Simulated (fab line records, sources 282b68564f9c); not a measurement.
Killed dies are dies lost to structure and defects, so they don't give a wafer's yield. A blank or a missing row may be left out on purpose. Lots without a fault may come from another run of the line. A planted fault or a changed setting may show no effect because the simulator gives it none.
Problem report in the 8D (eight disciplines) form, filled by code | flow rit_cmos | the parts of the form that need people (team, actions taken, sign-off) are left out

1. THE PROBLEM
dose_ions_cm2 at RIT_PSD_IMPLANT_08 reads a mean of 5e+15 on 6 wafers of 2 lots; wafers without a fault read 5e+15 with a standard deviation of 4.6e+12. That is +87 standard deviations from the usual mean.
First seen on wafer L445.1, day 6 08:57, on implanter-01. The record holds 42 wafers of 14 lots with a number at this step. Rule for "out", or "out of limits": more than 4 standard deviations from the usual mean. The other wafers with a number count as sound.

2. WHAT IT IS AND WHAT IT IS NOT
question                    | is                     | is not
which readings at this step | dose_ions_cm2          | -
which lots                  | L445, L446             | L430, L431, L432, L433, L435, L437, L442, L443, L449, L450, L452, L453
which wafers of those lots  | all that have a number | -
read on which tools         | implanter-01           | implanter-02, implanter-03
when                        | from day 6 08:57       | up to then (24 sound wafers); but 12 sound wafers of L449, L450, L452, L453 came after

3. SUSPECTS, AND WHAT RULES EACH OUT
Counting: a tool at a process step up to the reading stays a suspect if it ran every lot that is out and no sound lot after the first of them.
- implanter-01 at RIT_PSD_IMPLANT_08: kept. It ran every lot that is out, first L445 (day 6 08:57), and no sound lot after that; its last sound lot up to then is L435 (day 4 13:57). Its own readings are out on those wafers: dose_ions_cm2.
Left after counting: implanter-01 at RIT_PSD_IMPLANT_08.

4. THE CAUSE (what the simulator had put in)
Process parameter drift: implanter-01, from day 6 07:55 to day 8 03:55, at RIT_PSD_IMPLANT_08. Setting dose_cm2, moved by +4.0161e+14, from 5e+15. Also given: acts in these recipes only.
Counting left only this tool.

5. THE CHAIN OF EFFECTS, in route order
Each row: a reading whose mean over the struck wafers that have a number lies more than 3 standard deviations from the usual. Only readings for which the record gives a usual standard deviation are gone through. hours: the time from each lot's start at the first step in this table that gives one to its start at this step, as a median over the lots. sigmas: the change in usual standard deviations.
hours | step               | reading       | usual | on struck wafers | change | sigmas
0     | RIT_PSD_IMPLANT_08 | dose_ions_cm2 | 5e+15 | 5e+15            | +4e+14 | +87
The process steps in it:
- RIT_PSD_IMPLANT_08
Later measuring or inspecting steps at which every struck wafer that the step has a row for has a number for every such reading, and none has moved that far: RIT_SDANNEAL_RS_MEAS_04.

6. WHAT WOULD HAVE CAUGHT IT SOONER
In this record the first reading out of limits was taken at day 6 08:57, 1 hour after the fault began at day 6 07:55.
